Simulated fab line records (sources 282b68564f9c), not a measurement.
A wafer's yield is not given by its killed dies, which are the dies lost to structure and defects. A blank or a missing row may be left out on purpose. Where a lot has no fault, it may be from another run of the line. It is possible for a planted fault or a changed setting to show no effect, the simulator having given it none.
fab line records	flow rit-cmos
record lots=14	wafers=42	last-day=7
route steps=202 shown NLDD@111 M1@202
lots that met no fault: taken from a fault-free run of the same line
start-h: hours from the record's first day to the start of the lot's first wafer shown	wait-h: how many hours have passed since the lot's step before this one	" the same as in the row above	L1.1+2: a row that stands for several wafers	- value missing, or start not given	* or withheld: withheld	< > ~ a bound
route shown NAME@n: NAME is a module with steps in the file, n the number in the route of the first one	usual: the fault-free wafers' mean and standard deviation	same: alike in all rows	chamber/n: place in a boat	sites: per-site readings	_std_site: standard deviation across them	_edge_site: inner sites' mean taken away from outer sites' mean	radius-mm: for every site, how far away it sits from the centre of the wafer	mask NAME#n: copy n	behind: the last tool/chamber to shape the wafer	hold: cause of the lot's hold/its duration in hours/its outcome	device: the transistor (n, p or np) that didn't switch	end of line: the same wafers' tests at the end of the route	for a step that has no rows: nothing shown but its recipe	killed: count of dies lost to structure and defects at first sort (not the wafer's yield)	map: a wafer's dies, x killed, . not, _ none there
set.NAME: the run value of the setting; set.NAME@STEP: its run value at that earlier step	model.NAME: the simulator's own value behind a step, which no gauge read
one table for each step of the route and one row for each wafer, over a sample of lots
services: from which hour (start-h, from the record's first day; less than 0 if before it) a tool's chamber was out of use, for how many hours, and why
## steps
# step RIT_NLDD_IMPLANT_08
# recipe species=P	energy-kev=20	dose-cm2=5e+14	tilt-deg=7
# usual dose-ions-cm2=5e+14/5.6e+11	faraday-current-uA=1571/32
lot.wafer	tool	chamber	start-h	wait-h	dose-ions-cm2	faraday-current-uA
L993.1	implanter-04	0	44.53	0.1	4.998e+14	1559
L993.2	"	0	"	"	5.003e+14	1577
L993.4	"	0	"	"	5.004e+14	1611
L995.2	implanter-04	0	58.11	0.1	4.988e+14	1595
L995.4	"	0	"	"	4.996e+14	1556
L995.6	"	0	"	"	5e+14	1578
L999.1	implanter-04	0	77.33	0.1	5.008e+14	1596
L999.3	"	0	"	"	5.006e+14	1588
L999.6	"	0	"	"	4.996e+14	1570
L100.1	implanter-04	0	88.26	0.1	5.01e+14	1579
L100.2	"	0	"	"	4.999e+14	1571
L100.3	"	0	"	"	4.992e+14	1595
L101.2	implanter-04	0	90.96	0.1	7.108e+14	2193
L101.5	"	0	"	"	7.105e+14	2157
L101.6	"	0	"	"	7.103e+14	2215
L103.2	implanter-04	0	97.53	0.1	7.108e+14	2211
L103.4	"	0	"	"	7.106e+14	2301
L103.5	"	0	"	"	7.104e+14	2256
L104.2	implanter-02	0	103.90	0.1	5.004e+14	1591
L104.3	"	0	"	"	5.004e+14	1577
L104.6	"	0	"	"	5.012e+14	1580
L107.2	implanter-01	0	116.97	0.1	5.011e+14	1587
L107.3	"	0	"	"	5.008e+14	1588
L107.6	"	0	"	"	4.999e+14	1586
L110.4	implanter-01	0	131.49	0.1	4.99e+14	1545
L110.5	"	0	"	"	4.998e+14	1571
L110.6	"	0	"	"	4.996e+14	1634
L111.3	implanter-02	0	134.96	0.1	4.994e+14	1530
L111.4	"	0	"	"	5.009e+14	1575
L111.6	"	0	"	"	5.002e+14	1523
L112.1	implanter-01	0	142.54	0.1	5.004e+14	1588
L112.2	"	0	"	"	5.007e+14	1623
L112.4	"	0	"	"	5e+14	1508
L113.1	implanter-01	0	147.84	0.1	4.993e+14	1514
L113.3	"	0	"	"	4.998e+14	1518
L113.6	"	0	"	"	4.996e+14	1554
L114.3	implanter-01	0	150.44	0.1	4.997e+14	1551
L114.4	"	0	"	"	5.005e+14	1607
L114.6	"	0	"	"	5.007e+14	1518
L116.1	implanter-04	0	161.43	0.1	4.996e+14	1545
L116.4	"	0	"	"	4.998e+14	1549
L116.5	"	0	"	"	4.996e+14	1609
# step RIT_NLDD_TW_MEAS_10
# usual NLDD_TW=2483/16
lot.wafer	tool	chamber	start-h	wait-h	hold	NLDD_TW
L993.1	film-metro-04	-	44.85	0.1	-	2495
L993.2	"	-	"	"	-	2482
L993.4	"	-	"	"	-	2485
L995.2	film-metro-04	-	58.42	0.1	-	2458
L995.4	"	-	"	"	-	2478
L995.6	"	-	"	"	-	2480
L999.1	film-metro-01	-	77.65	0.1	-	2489
L999.3	"	-	"	"	-	2500
L999.6	"	-	"	"	-	2497
L100.1	film-metro-04	-	88.59	0.1	-	2481
L100.2	"	-	"	"	-	2474
L100.3	"	-	"	"	-	2485
L101.2	film-metro-01	-	91.27	0.1	await-dispo/0.2h/release	2727
L101.5	"	-	"	"	await-dispo/0.2h/release	2724
L101.6	"	-	"	"	await-dispo/0.2h/release	2707
L101.2	film-metro-01	-	91.50	0.2	-	2718
L101.5	"	-	"	"	-	2718
L101.6	"	-	"	"	-	2727
L103.2	film-metro-04	-	97.84	0.1	await-dispo/0.2h/release	2701
L103.4	"	-	"	"	await-dispo/0.2h/release	2695
L103.5	"	-	"	"	await-dispo/0.2h/release	2714
L103.2	film-metro-04	-	98.07	0.2	-	2707
L103.4	"	-	"	"	-	2699
L103.5	"	-	"	"	-	2700
L104.2	film-metro-01	-	104.21	0.1	-	2487
L104.3	"	-	"	"	-	2491
L104.6	"	-	"	"	-	2489
L107.2	film-metro-04	-	117.28	0.1	-	2458
L107.3	"	-	"	"	-	2466
L107.6	"	-	"	"	-	2461
L110.4	film-metro-01	-	131.77	0.1	-	2485
L110.5	"	-	"	"	-	2489
L110.6	"	-	"	"	-	2487
L111.3	film-metro-04	-	135.26	0.1	-	2458
L111.4	"	-	"	"	-	2462
L111.6	"	-	"	"	-	2459
L112.1	film-metro-01	-	142.87	0.1	-	2480
L112.2	"	-	"	"	-	2476
L112.4	"	-	"	"	-	2486
L113.1	film-metro-02	-	148.16	0.1	-	2499
L113.3	"	-	"	"	-	2499
L113.6	"	-	"	"	-	2500
L114.3	film-metro-01	-	150.73	0.1	-	2497
L114.4	"	-	"	"	-	2483
L114.6	"	-	"	"	-	2495
L116.1	film-metro-02	-	161.76	0.1	-	2482
L116.4	"	-	"	"	-	2499
L116.5	"	-	"	"	-	2502
# step RIT_SDANNEAL_RS_MEAS_07
# recipe thk-meas-gauge=four-point-probe
# usual NLDD_RS=151.6/0.54
lot.wafer	tool	chamber	start-h	wait-h	hold	NLDD_RS[ohm/sq]
L993.1	film-metro-02	-	53.02	0.1	-	150.7
L993.2	"	-	"	"	-	151.0
L993.4	"	-	"	"	-	151.0
L995.2	film-metro-04	-	66.18	0.1	-	152.0
L995.4	"	-	"	"	-	152.0
L995.6	"	-	"	"	-	151.7
L999.1	film-metro-01	-	85.93	0.1	-	151.6
L999.3	"	-	"	"	-	151.4
L999.6	"	-	"	"	-	151.8
L100.1	film-metro-01	-	96.31	0.1	-	151.6
L100.2	"	-	"	"	-	151.7
L100.3	"	-	"	"	-	151.6
L101.2	film-metro-01	-	102.86	0.1	await-dispo/0.2h/release	114.3
L101.5	"	-	"	"	await-dispo/0.2h/release	114.1
L101.6	"	-	"	"	await-dispo/0.2h/release	114.5
L101.2	film-metro-01	-	103.14	0.3	-	114.1
L101.5	"	-	"	"	-	114.0
L101.6	"	-	"	"	-	114.4
L103.2	film-metro-01	-	107.95	0.1	await-dispo/0.2h/release	113.9
L103.4	"	-	"	"	await-dispo/0.2h/release	113.8
L103.5	"	-	"	"	await-dispo/0.2h/release	113.9
L103.2	film-metro-01	-	108.24	0.3	-	113.9
L103.4	"	-	"	"	-	114.1
L103.5	"	-	"	"	-	114.0
L104.2	film-metro-01	-	112.29	0.1	-	151.9
L104.3	"	-	"	"	-	151.6
L104.6	"	-	"	"	-	150.9
L107.2	film-metro-02	-	125.12	0.1	-	152.0
L107.3	"	-	"	"	-	151.6
L107.6	"	-	"	"	-	152.6
L110.4	film-metro-02	-	139.86	0.1	-	150.4
L110.5	"	-	"	"	-	151.1
L110.6	"	-	"	"	-	151.1
L111.3	film-metro-04	-	143.35	0.1	-	151.5
L111.4	"	-	"	"	-	151.4
L111.6	"	-	"	"	-	151.1
L112.1	film-metro-04	-	150.61	0.1	-	152.6
L112.2	"	-	"	"	-	152.6
L112.4	"	-	"	"	-	151.8
L113.1	film-metro-04	-	156.59	0.1	-	151.4
L113.3	"	-	"	"	-	151.6
L113.6	"	-	"	"	-	151.6
L114.3	film-metro-01	-	158.71	0.1	-	152.3
L114.4	"	-	"	"	-	152.1
L114.6	"	-	"	"	-	152.2
L116.1	film-metro-02	-	169.73	0.1	-	151.2
L116.4	"	-	"	"	-	151.6
L116.5	"	-	"	"	-	151.4
# step RIT_M1_PROBE_99
# usual defect-limited-yield=97.4/1	killed_at_M0_to_M3=0.0/0.12	killed-at-contacts=0.1/0.25	killed-at-front-end=6.8/2.7	killed-dies=6.8/2.7	killed-on-rim=1.7/1.2	killed-open=3.4/1.8	killed-short=3.5/1.7	sort_bin_3_pad_short=0.1/0.23	sort_bin_5_function=1.5/0.67	sort_bin_6_memory=1.0/0.67	sort-n-pass=257.2/2.7	sort-yield-pct=97.4/1
# same gross-dies=264	killed_at_M4_up=0	killed-at-back-side=0	killed-at-other=0
lot.wafer	tool	chamber	start-h	wait-h	defect-limited-yield[%]	killed_at_M0_to_M3	killed-at-contacts	killed-at-front-end	killed-dies	killed-on-rim	killed-open	killed-short	sort_bin_3_pad_short[%]	sort_bin_5_function[%]	sort_bin_6_memory[%]	sort-n-pass	sort-yield-pct[%]
L993.1	prober-01	-	60.19	0.1	98.5	0	0	4	4	0	2	2	0.4	0.8	0.4	260.0	98.5
L993.2	prober-01	-	60.24	0.1	98.5	0	0	4	4	0	4	0	0	1.1	0.4	260.0	98.5
L993.4	prober-01	-	60.34	0.2	98.1	0	0	5	5	2	2	3	0	1.1	0.8	259.0	98.1
L995.2	prober-01	-	73.20	0.1	95.8	0	0	11	11	3	7	4	0	3.0	1.1	253.0	95.8
L995.4	prober-01	-	73.30	0.2	97.3	0	1	6	7	1	4	3	0.8	1.1	0.8	257.0	97.3
L995.6	prober-01	-	73.40	0.2	98.1	0	0	5	5	0	3	2	0	1.5	0.4	259.0	98.1
L104.2	prober-01	-	127.95	0.7	96.6	0	1	8	9	3	7	2	0	1.9	1.5	255.0	96.6
L104.3	prober-01	-	128.00	0.8	99.6	0	0	1	1	0	1	0	0	0.4	0	263.0	99.6
L104.6	prober-01	-	128.15	0.8	98.1	0	0	5	5	1	4	1	0	1.1	0.8	259.0	98.1
L107.2	prober-01	-	132.15	0.1	97.3	0	0	7	7	1	2	5	0.4	1.9	0.4	257.0	97.3
L107.3	prober-01	-	132.20	0.2	98.5	0	0	4	4	1	2	2	0.4	0.8	0.4	260.0	98.5
L107.6	prober-01	-	132.35	0.2	98.5	0	0	4	4	1	4	0	0	0.8	0.8	260.0	98.5
L110.4	prober-01	-	147.00	0.2	97.7	0	0	6	6	1	3	3	0	1.1	1.1	258.0	97.7
L110.5	prober-01	-	147.05	0.2	98.9	0	0	3	3	1	0	3	0	0.8	0.4	261.0	98.9
L110.6	prober-01	-	147.10	0.2	98.1	0	0	5	5	2	3	2	0	1.1	0.8	259.0	98.1
L111.3	prober-01	-	150.28	0.2	96.6	0	0	9	9	1	5	4	0	1.5	1.9	255.0	96.6
L111.4	prober-01	-	150.33	0.2	97.7	0	0	6	6	2	4	2	0	1.5	0.8	258.0	97.7
L111.6	prober-01	-	150.43	0.2	97.3	0	0	7	7	2	3	4	0	1.5	1.1	257.0	97.3
L112.1	prober-02	-	157.59	0.1	96.6	0	1	8	9	0	5	4	0	2.7	0.8	255.0	96.6
L112.2	prober-02	-	157.64	0.1	97.0	0	0	8	8	4	4	4	0	1.5	1.5	256.0	97.0
L112.4	prober-02	-	157.74	0.2	96.2	0	0	10	10	1	5	5	0	2.3	1.5	254.0	96.2
# killed by level:class
L993.1 GATE:geometric-particle:open=1 GATE:geometric-particle:short=1 SPACER:geometric-particle:open=1 SILICIDE:geometric-particle:short=1
L993.2 SPACER:geometric-particle:open=2 GATE:geometric-particle:open=1 SILICIDE:geometric-particle:open=1
L993.4 FOX2:geometric-particle:short=2 SPACER:geometric-particle:open=2 FOX1:geometric-particle:short=1
L995.2 GATE:geometric-particle:open=6 FOX1:geometric-particle:short=2 GATE:geometric-particle:short=1 SPACER:geometric-particle:short=1 SILICIDE:geometric-particle:open=1
L995.4 GATE:geometric-particle:short=3 FOX1:geometric-particle:open=2 GATE:geometric-particle:open=1 CONTACT:geometric-particle:open=1
L995.6 GATE:geometric-particle:open=2 FOX2:geometric-particle:short=1 REOX:geometric-particle:open=1 SILICIDE:geometric-particle:short=1
L104.2 GATE:geometric-particle:open=3 SPACER:geometric-particle:open=3 GATE:geometric-particle:short=2 CONTACT:geometric-particle:open=1
L104.3 SPACER:geometric-particle:open=1
L104.6 SILICIDE:geometric-particle:open=2 FOX1:geometric-particle:short=1 FOX1:geometric-particle:open=1 GATE:geometric-particle:open=1
L107.2 GATE:geometric-particle:short=2 REOX:geometric-particle:short=2 FOX2:geometric-particle:open=1 FOX2:geometric-particle:short=1 REOX:geometric-particle:open=1
L107.3 FOX2:geometric-particle:short=1 GATE:geometric-particle:short=1 GATE:geometric-particle:open=1 REOX:geometric-particle:open=1
L107.6 GATE:geometric-particle:open=3 SPACER:geometric-particle:open=1
L110.4 FOX1:geometric-particle:open=1 FOX1:geometric-particle:short=1 GATE:geometric-particle:short=1 GATE:geometric-particle:open=1 REOX:geometric-particle:short=1 SILICIDE:geometric-particle:open=1
L110.5 GATE:geometric-particle:short=1 REOX:geometric-particle:short=1 SILICIDE:geometric-particle:short=1
L110.6 FOX1:geometric-particle:short=2 SILICIDE:geometric-particle:open=2 SPACER:geometric-particle:open=1
L111.3 FOX1:geometric-particle:short=2 GATE:geometric-particle:open=2 SPACER:geometric-particle:open=2 REOX:geometric-particle:short=1 REOX:geometric-particle:open=1 SILICIDE:geometric-particle:short=1
L111.4 GATE:geometric-particle:open=3 FOX2:geometric-particle:open=1 GATE:geometric-particle:short=1 SPACER:geometric-particle:short=1
L111.6 FOX1:geometric-particle:open=2 GATE:geometric-particle:short=2 FOX1:geometric-particle:short=1 GATE:geometric-particle:open=1 SPACER:geometric-particle:short=1
L112.1 GATE:geometric-particle:open=3 FOX1:geometric-particle:open=1 FOX2:geometric-particle:open=1 GATE:geometric-particle:short=1 REOX:geometric-particle:short=1 SPACER:geometric-particle:short=1 CONTACT:geometric-particle:short=1
L112.2 SILICIDE:geometric-particle:short=3 SPACER:geometric-particle:open=2 GATE:geometric-particle:open=1 GATE:geometric-particle:short=1 REOX:geometric-particle:open=1
L112.4 GATE:geometric-particle:short=2 SPACER:geometric-particle:open=2 SPACER:geometric-particle:short=2 FOX2:geometric-particle:open=1 GATE:geometric-particle:open=1 REOX:geometric-particle:open=1 SILICIDE:geometric-particle:short=1
## services
tool	chamber	start-h	hours	kind
implanter-02	-	48.99	2.3	repair
implanter-02	-	82.65	2.4	pm
implanter-01	-	83.39	10.1	repair
implanter-02	-	96.48	5.3	repair
implanter-02	-	145.00	3.1	repair
implanter-02	-	160.23	2.1	repair
## key
first-sign step=RIT_NLDD_IMPLANT_08	reading=dose-ions-cm2	direction=up	sigmas=99+	usual=5e+14	struck=7.105e+14
effect step=RIT_NLDD_IMPLANT_08	reading=faraday-current-uA	direction=up	sigmas=20	usual=1571	struck=2222
effect step=RIT_NLDD_TW_MEAS_10	reading=visit	direction=added
effect step=RIT_NLDD_TW_MEAS_10	reading=NLDD_TW	direction=up	sigmas=14	usual=2483	struck=2711
effect step=RIT_SDANNEAL_RS_MEAS_07	reading=NLDD_RS	direction=down	sigmas=69	usual=151.6	struck=114.1
met-at RIT_NLDD_IMPLANT_08
struck-lots L101,L103
scrapped-behind RIT_SDANNEAL_RS_MEAS_07 L101.2,L101.5,L101.6,L103.2,L103.4,L103.5
onset-between 88.26 90.96
fault kind=process-parameter-drift	tool=implanter-04	chamber=-	onset-h=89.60	steps=RIT_NLDD_IMPLANT_08	channel=dose-cm2	offset=2.1e+14	shape=step	end-h=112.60	acts-in=these-recipes-only	stated=5e+14
